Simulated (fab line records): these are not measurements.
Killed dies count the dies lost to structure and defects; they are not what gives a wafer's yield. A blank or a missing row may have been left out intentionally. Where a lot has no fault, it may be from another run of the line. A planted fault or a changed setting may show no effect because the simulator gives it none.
fab line records || flow rit_cmos
record: {"lots": 15, "wafers": 45, "last_day": 7}
route steps=202 shown NRETRO@62 PRETRO@74
lots that met no fault: from a run of the same line without faults
start_h: hours from the record's opening day to when the first of the lot's shown wafers began || wait_h: time in hours since the lot's previous step || " repeats the value in the row above || L1.1+2: one row covering several wafers at once || - either no value or no given start || * or withheld: withheld || < > ~ a bound
route shown NAME@n: names a module that has steps shown in the file, with the first one's number in the route || usual: the fault-free wafers' mean and standard deviation || same: alike in all rows || chamber/n: place in a boat || sites: readings site by site || _std_site: standard deviation of those values || _edge_site: the outer-site mean with the inner-site mean subtracted || radius_mm: how far each site lies from the wafer's centre || mask NAME#n: copy n || behind: the tool/chamber that last shaped the wafer || hold: what put the lot on hold/how long, in hours/how the hold closed || device: whichever transistor did not switch (one of n, p or np) || end of line: tests run on the same wafers once the route is complete || a step without rows: its recipe alone || killed: at the first sort, the dies lost to defects and structure; wafer yield is something else || map: the dies of a wafer, with x for killed, . for not killed, _ for no die there
set.NAME: the run value of the setting; set.NAME@STEP: its run value at that earlier step || model.NAME: the simulator's own value behind a step, which no gauge read
steps of the route over a sample of lots; a table a step, a row a wafer
services: the hour from which a tool's chamber was out of use, counted from the record's first day as start_h (under 0 if before that day), plus the number of hours and why
== steps ==
step: RIT_NRETRO_STRIP_09
recipe: {"chemistry": "O2", "time_s": 180, "resist": "NOVOLAK", "platen_temp_c": "withheld", "power_w": 500, "pressure_mtorr": 4000, "o2_flow_sccm": 4000}
usual: {"chamber_pressure_mTorr": "4000/3.9", "drypump_motor_current_A": "5.5/0.34", "o2_flow_sccm": "4000/11"}
{"lot.wafer": "L338.4", "tool": "plasma_asher-02", "chamber": 1, "start_h": 31.24, "wait_h": 0.1, "chamber_pressure_mTorr": 4001, "drypump_motor_current_A": 5.8, "o2_flow_sccm": 4016, "rf_hours_counter_h": "-"}
{"lot.wafer": "L338.5", "tool": "plasma_asher-02", "chamber": 0, "start_h": 31.24, "wait_h": 0.1, "chamber_pressure_mTorr": 3993, "drypump_motor_current_A": 5.7, "o2_flow_sccm": 4005, "rf_hours_counter_h": "-"}
{"lot.wafer": "L338.6", "tool": "plasma_asher-02", "chamber": 1, "start_h": 31.24, "wait_h": 0.1, "chamber_pressure_mTorr": 4000, "drypump_motor_current_A": 5.8, "o2_flow_sccm": 4006, "rf_hours_counter_h": "-"}
{"lot.wafer": "L339.3", "tool": "plasma_asher-04", "chamber": 1, "start_h": 37.54, "wait_h": 0.1, "chamber_pressure_mTorr": 4007, "drypump_motor_current_A": 5.0, "o2_flow_sccm": 4028, "rf_hours_counter_h": "-"}
{"lot.wafer": "L339.5", "tool": "plasma_asher-04", "chamber": 1, "start_h": 37.54, "wait_h": 0.1, "chamber_pressure_mTorr": 3996, "drypump_motor_current_A": 5.0, "o2_flow_sccm": 3988, "rf_hours_counter_h": "-"}
{"lot.wafer": "L339.6", "tool": "plasma_asher-04", "chamber": 0, "start_h": 37.54, "wait_h": 0.1, "chamber_pressure_mTorr": 3999, "drypump_motor_current_A": 5.5, "o2_flow_sccm": 4000, "rf_hours_counter_h": "-"}
{"lot.wafer": "L340.2", "tool": "plasma_asher-02", "chamber": 1, "start_h": 41.13, "wait_h": 0.1, "chamber_pressure_mTorr": 3995, "drypump_motor_current_A": 5.8, "o2_flow_sccm": 3999, "rf_hours_counter_h": 39}
{"lot.wafer": "L340.4", "tool": "plasma_asher-02", "chamber": 1, "start_h": 41.13, "wait_h": 0.1, "chamber_pressure_mTorr": 3993, "drypump_motor_current_A": 5.8, "o2_flow_sccm": 3977, "rf_hours_counter_h": "-"}
{"lot.wafer": "L340.5", "tool": "plasma_asher-02", "chamber": 1, "start_h": 41.13, "wait_h": 0.1, "chamber_pressure_mTorr": 4004, "drypump_motor_current_A": 5.8, "o2_flow_sccm": 3989, "rf_hours_counter_h": "-"}
{"lot.wafer": "L341.1", "tool": "plasma_asher-04", "chamber": 0, "start_h": 45.13, "wait_h": 0.1, "chamber_pressure_mTorr": 4008, "drypump_motor_current_A": 5.5, "o2_flow_sccm": 4008, "rf_hours_counter_h": 42}
{"lot.wafer": "L341.2", "tool": "plasma_asher-04", "chamber": 1, "start_h": 45.13, "wait_h": 0.1, "chamber_pressure_mTorr": 4003, "drypump_motor_current_A": 5.0, "o2_flow_sccm": 4002, "rf_hours_counter_h": 42}
{"lot.wafer": "L341.6", "tool": "plasma_asher-04", "chamber": 1, "start_h": 45.13, "wait_h": 0.1, "chamber_pressure_mTorr": 4005, "drypump_motor_current_A": 5.0, "o2_flow_sccm": 4005, "rf_hours_counter_h": "-"}
{"lot.wafer": "L343.3", "tool": "plasma_asher-04", "chamber": 0, "start_h": 54.74, "wait_h": 0.1, "chamber_pressure_mTorr": 4000, "drypump_motor_current_A": 5.5, "o2_flow_sccm": 4010, "rf_hours_counter_h": "-"}
{"lot.wafer": "L343.4", "tool": "plasma_asher-04", "chamber": 1, "start_h": 54.74, "wait_h": 0.1, "chamber_pressure_mTorr": 4000, "drypump_motor_current_A": 4.9, "o2_flow_sccm": 4011, "rf_hours_counter_h": "-"}
{"lot.wafer": "L343.5", "tool": "plasma_asher-04", "chamber": 0, "start_h": 54.74, "wait_h": 0.1, "chamber_pressure_mTorr": 3999, "drypump_motor_current_A": 5.5, "o2_flow_sccm": 4018, "rf_hours_counter_h": "-"}
{"lot.wafer": "L345.2", "tool": "plasma_asher-01", "chamber": 1, "start_h": 65.16, "wait_h": 0.1, "chamber_pressure_mTorr": 3999, "drypump_motor_current_A": 6.0, "o2_flow_sccm": 3999, "rf_hours_counter_h": 42}
{"lot.wafer": "L345.3", "tool": "plasma_asher-01", "chamber": 0, "start_h": 65.16, "wait_h": 0.1, "chamber_pressure_mTorr": 4003, "drypump_motor_current_A": 5.6, "o2_flow_sccm": 4005, "rf_hours_counter_h": "-"}
{"lot.wafer": "L345.6", "tool": "plasma_asher-01", "chamber": 1, "start_h": 65.16, "wait_h": 0.1, "chamber_pressure_mTorr": 3993, "drypump_motor_current_A": 6.0, "o2_flow_sccm": 4014, "rf_hours_counter_h": "-"}
{"lot.wafer": "L346.1", "tool": "plasma_asher-02", "chamber": 1, "start_h": 70.58, "wait_h": 0.1, "chamber_pressure_mTorr": 3998, "drypump_motor_current_A": 5.8, "o2_flow_sccm": 3979, "rf_hours_counter_h": 42}
{"lot.wafer": "L346.2", "tool": "plasma_asher-02", "chamber": 0, "start_h": 70.58, "wait_h": 0.1, "chamber_pressure_mTorr": 4001, "drypump_motor_current_A": 5.7, "o2_flow_sccm": 3998, "rf_hours_counter_h": 42}
{"lot.wafer": "L346.4", "tool": "plasma_asher-02", "chamber": 1, "start_h": 70.58, "wait_h": 0.1, "chamber_pressure_mTorr": 4003, "drypump_motor_current_A": 5.8, "o2_flow_sccm": 3986, "rf_hours_counter_h": "-"}
{"lot.wafer": "L347.2", "tool": "plasma_asher-02", "chamber": 1, "start_h": 75.27, "wait_h": 0.1, "chamber_pressure_mTorr": 3994, "drypump_motor_current_A": 5.8, "o2_flow_sccm": 4010, "rf_hours_counter_h": 43}
{"lot.wafer": "L347.3", "tool": "plasma_asher-02", "chamber": 1, "start_h": 75.27, "wait_h": 0.1, "chamber_pressure_mTorr": 4007, "drypump_motor_current_A": 5.8, "o2_flow_sccm": 4017, "rf_hours_counter_h": "-"}
{"lot.wafer": "L347.5", "tool": "plasma_asher-02", "chamber": 1, "start_h": 75.27, "wait_h": 0.1, "chamber_pressure_mTorr": 4004, "drypump_motor_current_A": 5.8, "o2_flow_sccm": 4008, "rf_hours_counter_h": "-"}
{"lot.wafer": "L348.1", "tool": "plasma_asher-01", "chamber": 0, "start_h": 80.12, "wait_h": 0.1, "chamber_pressure_mTorr": 3999, "drypump_motor_current_A": 5.6, "o2_flow_sccm": 4000, "rf_hours_counter_h": 44}
{"lot.wafer": "L348.4", "tool": "plasma_asher-01", "chamber": 1, "start_h": 80.12, "wait_h": 0.1, "chamber_pressure_mTorr": 4000, "drypump_motor_current_A": 6.0, "o2_flow_sccm": 3992, "rf_hours_counter_h": "-"}
{"lot.wafer": "L348.5", "tool": "plasma_asher-01", "chamber": 1, "start_h": 80.12, "wait_h": 0.1, "chamber_pressure_mTorr": 3993, "drypump_motor_current_A": 6.0, "o2_flow_sccm": 3989, "rf_hours_counter_h": "-"}
{"lot.wafer": "L350.2", "tool": "plasma_asher-01", "chamber": 1, "start_h": 89.62, "wait_h": 0.1, "chamber_pressure_mTorr": 4004, "drypump_motor_current_A": 6.0, "o2_flow_sccm": 4017, "rf_hours_counter_h": 45}
{"lot.wafer": "L350.3", "tool": "plasma_asher-01", "chamber": 0, "start_h": 89.62, "wait_h": 0.1, "chamber_pressure_mTorr": 4001, "drypump_motor_current_A": 5.6, "o2_flow_sccm": 4005, "rf_hours_counter_h": "-"}
{"lot.wafer": "L350.6", "tool": "plasma_asher-01", "chamber": 0, "start_h": 89.62, "wait_h": 0.1, "chamber_pressure_mTorr": 4009, "drypump_motor_current_A": 5.6, "o2_flow_sccm": 3991, "rf_hours_counter_h": "-"}
{"lot.wafer": "L355.1", "tool": "plasma_asher-04", "chamber": 0, "start_h": 115.08, "wait_h": 0.1, "chamber_pressure_mTorr": "-", "drypump_motor_current_A": "-", "o2_flow_sccm": "-", "rf_hours_counter_h": "-"}
{"lot.wafer": "L355.3", "tool": "plasma_asher-04", "chamber": 0, "start_h": 115.08, "wait_h": 0.1, "chamber_pressure_mTorr": "-", "drypump_motor_current_A": "-", "o2_flow_sccm": "-", "rf_hours_counter_h": "-"}
{"lot.wafer": "L355.4", "tool": "plasma_asher-04", "chamber": 1, "start_h": 115.08, "wait_h": 0.1, "chamber_pressure_mTorr": "-", "drypump_motor_current_A": "-", "o2_flow_sccm": "-", "rf_hours_counter_h": "-"}
{"lot.wafer": "L356.2", "tool": "plasma_asher-04", "chamber": 0, "start_h": 125.56, "wait_h": 0.1, "chamber_pressure_mTorr": "-", "drypump_motor_current_A": "-", "o2_flow_sccm": "-", "rf_hours_counter_h": "-"}
{"lot.wafer": "L356.4", "tool": "plasma_asher-04", "chamber": 0, "start_h": 125.56, "wait_h": 0.1, "chamber_pressure_mTorr": "-", "drypump_motor_current_A": "-", "o2_flow_sccm": "-", "rf_hours_counter_h": "-"}
{"lot.wafer": "L356.6", "tool": "plasma_asher-04", "chamber": 0, "start_h": 125.56, "wait_h": 0.1, "chamber_pressure_mTorr": "-", "drypump_motor_current_A": "-", "o2_flow_sccm": "-", "rf_hours_counter_h": "-"}
{"lot.wafer": "L357.3", "tool": "plasma_asher-04", "chamber": 1, "start_h": 127.29, "wait_h": 0.1, "chamber_pressure_mTorr": "-", "drypump_motor_current_A": "-", "o2_flow_sccm": "-", "rf_hours_counter_h": "-"}
{"lot.wafer": "L357.5", "tool": "plasma_asher-04", "chamber": 1, "start_h": 127.29, "wait_h": 0.1, "chamber_pressure_mTorr": "-", "drypump_motor_current_A": "-", "o2_flow_sccm": "-", "rf_hours_counter_h": "-"}
{"lot.wafer": "L357.6", "tool": "plasma_asher-04", "chamber": 0, "start_h": 127.29, "wait_h": 0.1, "chamber_pressure_mTorr": "-", "drypump_motor_current_A": "-", "o2_flow_sccm": "-", "rf_hours_counter_h": "-"}
{"lot.wafer": "L360.1", "tool": "plasma_asher-02", "chamber": 1, "start_h": 139.66, "wait_h": 0.1, "chamber_pressure_mTorr": 4003, "drypump_motor_current_A": 5.8, "o2_flow_sccm": 3996, "rf_hours_counter_h": 50}
{"lot.wafer": "L360.2", "tool": "plasma_asher-02", "chamber": 0, "start_h": 139.66, "wait_h": 0.1, "chamber_pressure_mTorr": 3992, "drypump_motor_current_A": 5.8, "o2_flow_sccm": 3995, "rf_hours_counter_h": 50}
{"lot.wafer": "L360.4", "tool": "plasma_asher-02", "chamber": 1, "start_h": 139.66, "wait_h": 0.1, "chamber_pressure_mTorr": 4001, "drypump_motor_current_A": 5.8, "o2_flow_sccm": 4000, "rf_hours_counter_h": "-"}
{"lot.wafer": "L361.4", "tool": "plasma_asher-02", "chamber": 0, "start_h": 145.87, "wait_h": 0.1, "chamber_pressure_mTorr": 3998, "drypump_motor_current_A": 5.8, "o2_flow_sccm": 4011, "rf_hours_counter_h": "-"}
{"lot.wafer": "L361.5", "tool": "plasma_asher-02", "chamber": 0, "start_h": 145.87, "wait_h": 0.1, "chamber_pressure_mTorr": 3994, "drypump_motor_current_A": 5.7, "o2_flow_sccm": 4007, "rf_hours_counter_h": "-"}
{"lot.wafer": "L361.6", "tool": "plasma_asher-02", "chamber": 1, "start_h": 145.87, "wait_h": 0.1, "chamber_pressure_mTorr": 4000, "drypump_motor_current_A": 5.8, "o2_flow_sccm": 3996, "rf_hours_counter_h": "-"}
step: RIT_PRETRO_TW_MEAS_10
usual: {"PRETRO_TW": "476/6.6"}
{"lot.wafer": "L338.4", "tool": "film_metro-01", "chamber": "-", "start_h": 32.94, "wait_h": 0.1, "PRETRO_TW": 483}
{"lot.wafer": "L338.5", "tool": "film_metro-01", "chamber": "-", "start_h": 32.94, "wait_h": 0.1, "PRETRO_TW": 482}
{"lot.wafer": "L338.6", "tool": "film_metro-01", "chamber": "-", "start_h": 32.94, "wait_h": 0.1, "PRETRO_TW": 485}
{"lot.wafer": "L339.3", "tool": "film_metro-02", "chamber": "-", "start_h": 39.23, "wait_h": 0.1, "PRETRO_TW": 470}
{"lot.wafer": "L339.5", "tool": "film_metro-02", "chamber": "-", "start_h": 39.23, "wait_h": 0.1, "PRETRO_TW": 470}
{"lot.wafer": "L339.6", "tool": "film_metro-02", "chamber": "-", "start_h": 39.23, "wait_h": 0.1, "PRETRO_TW": 470}
{"lot.wafer": "L340.2", "tool": "film_metro-01", "chamber": "-", "start_h": 42.88, "wait_h": 0.1, "PRETRO_TW": 483}
{"lot.wafer": "L340.4", "tool": "film_metro-01", "chamber": "-", "start_h": 42.88, "wait_h": 0.1, "PRETRO_TW": 484}
{"lot.wafer": "L340.5", "tool": "film_metro-01", "chamber": "-", "start_h": 42.88, "wait_h": 0.1, "PRETRO_TW": 484}
{"lot.wafer": "L341.1", "tool": "film_metro-01", "chamber": "-", "start_h": 46.98, "wait_h": 0.1, "PRETRO_TW": 482}
{"lot.wafer": "L341.2", "tool": "film_metro-01", "chamber": "-", "start_h": 46.98, "wait_h": 0.1, "PRETRO_TW": 484}
{"lot.wafer": "L341.6", "tool": "film_metro-01", "chamber": "-", "start_h": 46.98, "wait_h": 0.1, "PRETRO_TW": 482}
{"lot.wafer": "L343.3", "tool": "film_metro-01", "chamber": "-", "start_h": 56.56, "wait_h": 0.1, "PRETRO_TW": 482}
{"lot.wafer": "L343.4", "tool": "film_metro-01", "chamber": "-", "start_h": 56.56, "wait_h": 0.1, "PRETRO_TW": 481}
{"lot.wafer": "L343.5", "tool": "film_metro-01", "chamber": "-", "start_h": 56.56, "wait_h": 0.1, "PRETRO_TW": 483}
{"lot.wafer": "L345.2", "tool": "film_metro-02", "chamber": "-", "start_h": 66.90, "wait_h": 0.1, "PRETRO_TW": 470}
{"lot.wafer": "L345.3", "tool": "film_metro-02", "chamber": "-", "start_h": 66.90, "wait_h": 0.1, "PRETRO_TW": 470}
{"lot.wafer": "L345.6", "tool": "film_metro-02", "chamber": "-", "start_h": 66.90, "wait_h": 0.1, "PRETRO_TW": 472}
{"lot.wafer": "L346.1", "tool": "film_metro-02", "chamber": "-", "start_h": 72.42, "wait_h": 0.1, "PRETRO_TW": 464}
{"lot.wafer": "L346.2", "tool": "film_metro-02", "chamber": "-", "start_h": 72.42, "wait_h": 0.1, "PRETRO_TW": 466}
{"lot.wafer": "L346.4", "tool": "film_metro-02", "chamber": "-", "start_h": 72.42, "wait_h": 0.1, "PRETRO_TW": 464}
{"lot.wafer": "L347.2", "tool": "film_metro-02", "chamber": "-", "start_h": 77.17, "wait_h": 0.1, "PRETRO_TW": 467}
{"lot.wafer": "L347.3", "tool": "film_metro-02", "chamber": "-", "start_h": 77.17, "wait_h": 0.1, "PRETRO_TW": 468}
{"lot.wafer": "L347.5", "tool": "film_metro-02", "chamber": "-", "start_h": 77.17, "wait_h": 0.1, "PRETRO_TW": 466}
{"lot.wafer": "L348.1", "tool": "film_metro-01", "chamber": "-", "start_h": 82.28, "wait_h": 0.1, "PRETRO_TW": 480}
{"lot.wafer": "L348.4", "tool": "film_metro-01", "chamber": "-", "start_h": 82.28, "wait_h": 0.1, "PRETRO_TW": 482}
{"lot.wafer": "L348.5", "tool": "film_metro-01", "chamber": "-", "start_h": 82.28, "wait_h": 0.1, "PRETRO_TW": 484}
{"lot.wafer": "L350.2", "tool": "film_metro-01", "chamber": "-", "start_h": 91.46, "wait_h": 0.1, "PRETRO_TW": 480}
{"lot.wafer": "L350.3", "tool": "film_metro-01", "chamber": "-", "start_h": 91.46, "wait_h": 0.1, "PRETRO_TW": 483}
{"lot.wafer": "L350.6", "tool": "film_metro-01", "chamber": "-", "start_h": 91.46, "wait_h": 0.1, "PRETRO_TW": 482}
{"lot.wafer": "L355.1", "tool": "film_metro-03", "chamber": "-", "start_h": 116.93, "wait_h": 0.1, "PRETRO_TW": 30}
{"lot.wafer": "L355.3", "tool": "film_metro-03", "chamber": "-", "start_h": 116.93, "wait_h": 0.1, "PRETRO_TW": 30}
{"lot.wafer": "L355.4", "tool": "film_metro-03", "chamber": "-", "start_h": 116.93, "wait_h": 0.1, "PRETRO_TW": 30}
{"lot.wafer": "L356.2", "tool": "film_metro-01", "chamber": "-", "start_h": 127.41, "wait_h": 0.1, "PRETRO_TW": 30}
{"lot.wafer": "L356.4", "tool": "film_metro-01", "chamber": "-", "start_h": 127.41, "wait_h": 0.1, "PRETRO_TW": 30}
{"lot.wafer": "L356.6", "tool": "film_metro-01", "chamber": "-", "start_h": 127.41, "wait_h": 0.1, "PRETRO_TW": 31}
{"lot.wafer": "L357.3", "tool": "film_metro-01", "chamber": "-", "start_h": 129.11, "wait_h": 0.1, "PRETRO_TW": 30}
{"lot.wafer": "L357.5", "tool": "film_metro-01", "chamber": "-", "start_h": 129.11, "wait_h": 0.1, "PRETRO_TW": 30}
{"lot.wafer": "L357.6", "tool": "film_metro-01", "chamber": "-", "start_h": 129.11, "wait_h": 0.1, "PRETRO_TW": 30}
{"lot.wafer": "L360.1", "tool": "film_metro-03", "chamber": "-", "start_h": 141.39, "wait_h": 0.1, "PRETRO_TW": 467}
{"lot.wafer": "L360.2", "tool": "film_metro-03", "chamber": "-", "start_h": 141.39, "wait_h": 0.1, "PRETRO_TW": 465}
{"lot.wafer": "L360.4", "tool": "film_metro-03", "chamber": "-", "start_h": 141.39, "wait_h": 0.1, "PRETRO_TW": 469}
{"lot.wafer": "L361.4", "tool": "film_metro-02", "chamber": "-", "start_h": 147.57, "wait_h": 0.1, "PRETRO_TW": 469}
{"lot.wafer": "L361.5", "tool": "film_metro-02", "chamber": "-", "start_h": 147.57, "wait_h": 0.1, "PRETRO_TW": 468}
{"lot.wafer": "L361.6", "tool": "film_metro-02", "chamber": "-", "start_h": 147.57, "wait_h": 0.1, "PRETRO_TW": 472}
== services ==
{"tool": "plasma_asher-02", "chamber": "-", "start_h": 19.21, "hours": 2.5, "kind": "repair"}
{"tool": "plasma_asher-01", "chamber": "-", "start_h": 34.24, "hours": 5.5, "kind": "repair"}
{"tool": "plasma_asher-04", "chamber": "-", "start_h": 52.02, "hours": 1.9, "kind": "repair"}
{"tool": "plasma_asher-01", "chamber": "-", "start_h": 108.75, "hours": 9.0, "kind": "pm"}
{"tool": "plasma_asher-01", "chamber": 0, "start_h": 108.75, "hours": 9.0, "kind": "vent_cycle"}
{"tool": "plasma_asher-01", "chamber": 1, "start_h": 108.75, "hours": 9.0, "kind": "vent_cycle"}
{"tool": "plasma_asher-02", "chamber": "-", "start_h": 109.32, "hours": 2.8, "kind": "pm"}
{"tool": "plasma_asher-01", "chamber": 0, "start_h": 117.75, "hours": "-", "kind": "clean"}
{"tool": "plasma_asher-01", "chamber": 1, "start_h": 117.75, "hours": "-", "kind": "clean"}
== key ==
first_sign: {"step": "RIT_NRETRO_STRIP_09", "reading": "tool_record", "direction": "missing"}
effect: {"step": "RIT_PRETRO_TW_MEAS_10", "reading": "PRETRO_TW", "direction": "down", "sigmas": 68, "usual": 476, "struck": 30}
met_at RIT_NRETRO_STRIP_09
struck_lots L355,L356,L357
later_rows_left_out L355.1,L355.3,L355.4,L356.2,L356.4,L356.6,L357.3,L357.5,L357.6
sort_left_out L355.1,L355.3,L355.4,L356.2,L356.4,L356.6,L357.3,L357.5,L357.6
tester_left_out L355,L356,L357
onset_between 54.74 115.08
fault: {"kind": "skipped_step_whole", "tool": "plasma_asher-04", "chamber": "-", "onset_h": 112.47, "steps": "RIT_NRETRO_STRIP_09", "scope": "struck_lots_only"}
tester_left_out: of these lots the tester's yield and bins aren't shown, on N5 and GAA mostly nor the transistor test; their killed dies are dies lost to structure and defects alone, not to doping, threshold or leakage, so they don't give the yield
sort_left_out: the simulated sort isn't trusted on such a fault, so these wafers' sort isn't shown, and their yield isn't known
later_rows_left_out: the simulator's readings of these wafers behind a module that went badly wrong aren't trusted and aren't shown, but for the sort
